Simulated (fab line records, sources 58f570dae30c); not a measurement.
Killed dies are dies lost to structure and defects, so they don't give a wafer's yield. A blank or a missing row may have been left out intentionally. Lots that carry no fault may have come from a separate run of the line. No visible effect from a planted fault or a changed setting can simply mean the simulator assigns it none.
Shared-tool check :: flow berkeley_cmos170 :: 14 lots and 42 wafers in the sample

## WHY THIS WAS OPENED
UCB170_SDANNEAL_RS_MEAS_02, reading PSD_RS: flagged on 2 of 14 lots. Fault-free wafers read 75.41 ohm/sq, with a standard deviation of 0.26.
Rule: a lot is flagged in two cases, either no wafer of it has a number, or all its wafers with numbers fall more than 4 standard deviations from that mean. All remaining lots are regarded as sound.

lot: L333
measured: day 7 09:33
on: film_metro-02
PSD_RS (ohm/sq), wafer by wafer: 75.50 75.67 75.52
flag: 

lot: L334
measured: day 7 10:07
on: film_metro-03
PSD_RS (ohm/sq), wafer by wafer: 74.70 75.00 74.93
flag: 

lot: L338
measured: day 8 04:41
on: film_metro-02
PSD_RS (ohm/sq), wafer by wafer: 75.33 75.43 75.25
flag: 

lot: L337
measured: day 8 04:49
on: film_metro-04
PSD_RS (ohm/sq), wafer by wafer: 75.37 75.53 75.35
flag: 

lot: L341
measured: day 8 13:58
on: film_metro-02
PSD_RS (ohm/sq), wafer by wafer: 75.19 75.52 75.39
flag: 

lot: L340
measured: day 8 17:46
on: film_metro-04
PSD_RS (ohm/sq), wafer by wafer: 75.49 75.25 75.51
flag: 

lot: L339
measured: day 8 18:06
on: film_metro-03
PSD_RS (ohm/sq), wafer by wafer: 75.59 75.46 75.72
flag: 

lot: L343
measured: day 8 21:31
on: film_metro-04
PSD_RS (ohm/sq), wafer by wafer: 75.33 75.66 75.32
flag: 

lot: L348
measured: day 10 06:18
on: film_metro-03
PSD_RS (ohm/sq), wafer by wafer: 75.43 75.48 75.31
flag: 

lot: L351
measured: day 10 08:15
on: film_metro-03
PSD_RS (ohm/sq), wafer by wafer: 78.93 79.24 79.18
flag: FLAGGED

lot: L353
measured: day 10 21:46
on: film_metro-02
PSD_RS (ohm/sq), wafer by wafer: 78.92 79.08 79.01
flag: FLAGGED

lot: L354
measured: day 11 09:50
on: film_metro-03
PSD_RS (ohm/sq), wafer by wafer: 76.00 76.06 75.71
flag: 

lot: L355
measured: day 11 20:49
on: film_metro-02
PSD_RS (ohm/sq), wafer by wafer: 75.52 75.63 75.62
flag: 

lot: L356
measured: day 11 23:35
on: film_metro-02
PSD_RS (ohm/sq), wafer by wafer: 75.29 75.48 75.15
flag: 
Average over the flagged lots: 79.06 ohm/sq; offset from the usual +3.65 ohm/sq, equal to +14 standard deviations.

## LOT BY LOT: THE TOOL USED
3 process steps preceding the reading are held in the record, out of 331 steps in the route. Every cell lists first the tool, next ch and the chambers used by the sampled wafers, and last the start.
lot: L333
flag: 
UCB170_PSD_IMPLANT_08: implanter-01 ch 0, day 7 04:04
UCB170_PSD_STRIP_09: plasma_asher-01 ch 0,1, day 7 04:11
UCB170_NSD_STRIP_09: plasma_asher-03 ch 1, day 7 07:22

lot: L334
flag: 
UCB170_PSD_IMPLANT_08: implanter-02 ch 0, day 7 03:51
UCB170_PSD_STRIP_09: plasma_asher-03 ch 0,1, day 7 03:59
UCB170_NSD_STRIP_09: plasma_asher-04 ch 0,1, day 7 07:46

lot: L338
flag: 
UCB170_PSD_IMPLANT_08: implanter-01 ch 0, day 7 19:13
UCB170_PSD_STRIP_09: plasma_asher-03 ch 0,1, day 7 19:22
UCB170_NSD_STRIP_09: plasma_asher-04 ch 0,1, day 7 22:49

lot: L337
flag: 
UCB170_PSD_IMPLANT_08: implanter-04 ch 0, day 7 19:27
UCB170_PSD_STRIP_09: plasma_asher-04 ch 0,1, day 7 19:36
UCB170_NSD_STRIP_09: plasma_asher-02 ch 0,1, day 7 23:15

lot: L341
flag: 
UCB170_PSD_IMPLANT_08: implanter-01 ch 0, day 8 09:15
UCB170_PSD_STRIP_09: plasma_asher-01 ch 1, day 8 09:22
UCB170_NSD_STRIP_09: plasma_asher-02 ch 0,1, day 8 11:14

lot: L340
flag: 
UCB170_PSD_IMPLANT_08: implanter-01 ch 0, day 8 14:08
UCB170_PSD_STRIP_09: plasma_asher-01 ch 0,1, day 8 14:16
UCB170_NSD_STRIP_09: plasma_asher-03 ch 0,1, day 8 16:04

lot: L339
flag: 
UCB170_PSD_IMPLANT_08: implanter-02 ch 0, day 8 13:59
UCB170_PSD_STRIP_09: plasma_asher-03 ch 0,1, day 8 14:07
UCB170_NSD_STRIP_09: plasma_asher-02 ch 0,1, day 8 15:49

lot: L343
flag: 
UCB170_PSD_IMPLANT_08: implanter-04 ch 0, day 8 18:01
UCB170_PSD_STRIP_09: plasma_asher-01 ch 0,1, day 8 18:10
UCB170_NSD_STRIP_09: plasma_asher-02 ch 0,1, day 8 20:10

lot: L348
flag: 
UCB170_PSD_IMPLANT_08: implanter-04 ch 0, day 10 00:52
UCB170_PSD_STRIP_09: plasma_asher-01 ch 0, day 10 01:01
UCB170_NSD_STRIP_09: plasma_asher-04 ch 1, day 10 03:48

lot: L351
flag: FLAGGED
UCB170_PSD_IMPLANT_08: implanter-01 ch 0, day 10 05:07
UCB170_PSD_STRIP_09: plasma_asher-04 ch 0,1, day 10 05:16
UCB170_NSD_STRIP_09: plasma_asher-02 ch 0,1, day 10 07:02

lot: L353
flag: FLAGGED
UCB170_PSD_IMPLANT_08: implanter-01 ch 0, day 10 17:46
UCB170_PSD_STRIP_09: plasma_asher-04 ch 0,1, day 10 17:53
UCB170_NSD_STRIP_09: plasma_asher-04 ch 0,1, day 10 20:29

lot: L354
flag: 
UCB170_PSD_IMPLANT_08: implanter-04 ch 0, day 11 06:19
UCB170_PSD_STRIP_09: plasma_asher-04 ch 0,1, day 11 06:28
UCB170_NSD_STRIP_09: plasma_asher-02 ch 0,1, day 11 08:18

lot: L355
flag: 
UCB170_PSD_IMPLANT_08: implanter-02 ch 0, day 11 15:53
UCB170_PSD_STRIP_09: plasma_asher-01 ch 0,1, day 11 16:01
UCB170_NSD_STRIP_09: plasma_asher-02 ch 0,1, day 11 19:06

lot: L356
flag: 
UCB170_PSD_IMPLANT_08: implanter-02 ch 0, day 11 19:57
UCB170_PSD_STRIP_09: plasma_asher-03 ch 0,1, day 11 20:06
UCB170_NSD_STRIP_09: plasma_asher-04 ch 0,1, day 11 22:04
What is done by these steps:
- UCB170_PSD_IMPLANT_08
- UCB170_PSD_STRIP_09: strips in O2.
- UCB170_NSD_STRIP_09: strips in O2.
- UCB170_SDANNEAL_RS_MEAS_02: measures by four-point-probe.

## FLAGGED AGAINST TOTAL, ONE TOOL AT A TIME (gauges that did the reading follow at the end)
step: UCB170_PSD_IMPLANT_08
tool: implanter-01
lots run: 6
flagged: 2
share of the flagged lots: all
sound lots run after its first flagged lot: 0

step: UCB170_PSD_IMPLANT_08
tool: implanter-02
lots run: 4
flagged: 0
share of the flagged lots: none
sound lots run after its first flagged lot: -

step: UCB170_PSD_IMPLANT_08
tool: implanter-04
lots run: 4
flagged: 0
share of the flagged lots: none
sound lots run after its first flagged lot: -

step: UCB170_PSD_STRIP_09
tool: plasma_asher-01
lots run: 6
flagged: 0
share of the flagged lots: none
sound lots run after its first flagged lot: -

step: UCB170_PSD_STRIP_09
tool: plasma_asher-03
lots run: 4
flagged: 0
share of the flagged lots: none
sound lots run after its first flagged lot: -

step: UCB170_PSD_STRIP_09
tool: plasma_asher-04
lots run: 4
flagged: 2
share of the flagged lots: all
sound lots run after its first flagged lot: 1 (L354)

step: UCB170_NSD_STRIP_09
tool: plasma_asher-02
lots run: 7
flagged: 1
share of the flagged lots: some
sound lots run after its first flagged lot: 2 (L354,L355)

step: UCB170_NSD_STRIP_09
tool: plasma_asher-03
lots run: 2
flagged: 0
share of the flagged lots: none
sound lots run after its first flagged lot: -

step: UCB170_NSD_STRIP_09
tool: plasma_asher-04
lots run: 5
flagged: 1
share of the flagged lots: some
sound lots run after its first flagged lot: 1 (L356)

step: UCB170_SDANNEAL_RS_MEAS_02
tool: film_metro-02
lots run: 6
flagged: 1
share of the flagged lots: some
sound lots run after its first flagged lot: 2 (L355,L356)

step: UCB170_SDANNEAL_RS_MEAS_02
tool: film_metro-03
lots run: 5
flagged: 1
share of the flagged lots: some
sound lots run after its first flagged lot: 1 (L354)

step: UCB170_SDANNEAL_RS_MEAS_02
tool: film_metro-04
lots run: 3
flagged: 0
share of the flagged lots: none
sound lots run after its first flagged lot: -

## THE TABLE: WHAT IT ALLOWS
Rows of the table that ran all the flagged lots, 2 in number: implanter-01 at UCB170_PSD_IMPLANT_08; plasma_asher-04 at UCB170_PSD_STRIP_09.
- implanter-01 at UCB170_PSD_IMPLANT_08: 2 of its 6 lots flagged. A fault beginning between L340 (day 8 14:08), its last sound lot, and L351 (day 10 05:07), its first flagged one, fits the data.
- plasma_asher-04 at UCB170_PSD_STRIP_09: 2 of its 4 lots flagged. After the first flagged lot (L354), sound lots still ran on it; a lasting fault on the whole tool would not permit that. Its own readings (strip_time_to_endpoint_s) fall more than 4 standard deviations out on all wafers of the flagged lots.
Just one tool remains: implanter-01 at UCB170_PSD_IMPLANT_08.

## WHAT THE SIMULATOR HAD INSERTED
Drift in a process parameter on implanter-01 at UCB170_PSD_IMPLANT_08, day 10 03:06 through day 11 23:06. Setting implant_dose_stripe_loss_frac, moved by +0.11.
Struck lots among those shown: L351, L353. The rule above found the same.
